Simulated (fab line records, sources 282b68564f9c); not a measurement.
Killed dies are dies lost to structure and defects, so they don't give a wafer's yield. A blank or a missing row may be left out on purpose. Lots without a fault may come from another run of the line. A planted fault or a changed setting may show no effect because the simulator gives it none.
Split-lot experiment | flow rit_cmos | 5 lots, 23 wafers read, on a route of 202 steps

THE SPLIT
At RIT_PLDD_IMPLANT_08, the setting dose_cm2 was moved away from the recipe's 9e+14 on 8 of the 23 wafers read, by -3.1% to +3.5%. The other wafers ran this setting at the recipe's value.

FROM THE SPLIT TO THE READING: what the file shows between them, 1 step
- RIT_PLDD_STRIP_09: strips in O2, time 180 s

THE READING
PLDD_TW, at RIT_PLDD_TW_MEAS_10. Fault-free wafers of this fab line usually give 2341, standard deviation 10.

wafer  | tool, chamber at the split | dose_cm2 as run | against the recipe | PLDD_TW | against lot-mates on the recipe
L074.2 | implanter-04, 0            | 8.717e+14       | -3.1%              | 2308    | -24
L074.3 | implanter-04, 0            | 9e+14           | recipe             | 2334    | -
L074.4 | implanter-04, 0            | 8.717e+14       | -3.1%              | 2314    | -18
L074.5 | implanter-04, 0            | 9e+14           | recipe             | 2333    | -
L074.6 | implanter-04, 0            | 9e+14           | recipe             | 2329    | -
L076.1 | implanter-03, 0            | 8.827e+14       | -1.9%              | 2330    | -14
L076.3 | implanter-03, 0            | 8.827e+14       | -1.9%              | 2335    | -9
L076.4 | implanter-03, 0            | 9e+14           | recipe             | 2349    | -
L076.5 | implanter-03, 0            | 9e+14           | recipe             | 2339    | -
L076.6 | implanter-03, 0            | 8.827e+14       | -1.9%              | 2339    | -5
L078.2 | implanter-02, 0            | 9e+14           | recipe             | 2328    | -
L078.4 | implanter-02, 0            | 9e+14           | recipe             | 2345    | -
L078.6 | implanter-02, 0            | 9e+14           | recipe             | 2340    | -
L082.1 | implanter-02, 0            | 9.319e+14       | +3.5%              | 2359    | +20
L082.2 | implanter-02, 0            | 9e+14           | recipe             | 2337    | -
L082.4 | implanter-02, 0            | 9e+14           | recipe             | 2342    | -
L082.5 | implanter-02, 0            | 9.319e+14       | +3.5%              | 2367    | +28
L082.6 | implanter-02, 0            | 9.319e+14       | +3.5%              | 2367    | +28
L083.2 | implanter-04, 0            | 9e+14           | recipe             | 2337    | -
L083.3 | implanter-04, 0            | 9e+14           | recipe             | 2327    | -
L083.4 | implanter-04, 0            | 9e+14           | recipe             | 2344    | -
L083.5 | implanter-04, 0            | 9e+14           | recipe             | 2340    | -
L083.6 | implanter-04, 0            | 9e+14           | recipe             | 2341    | -

THE FIT
A straight line over all 23 wafers: PLDD_TW changes by +6.86 for each +1% of dose_cm2; r = +0.87; the points scatter about the line by 7.
The same after taking each lot's own level away (the mean of its wafers on the recipe; 23 wafers): +6.58 for each +1%; r = +0.92; scatter 5.
On that fit, the largest move of dose_cm2 shifts the reading by 23.
The lots' own levels span 2332.0 to 2344.0, that is 1.2 times the standard deviation above.
So the lot-to-lot level changes the slope little: the two slopes agree.
Check: with one of the wafers moved furthest among these (+3.5%) left out of the fit, the line predicts +25.3 for it against its lot-mates. It came out at +19.5 against them.

THE FILE'S OWN FIT
PLDD_TW changes by +6.55 for each +1% of dose_cm2, r = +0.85.
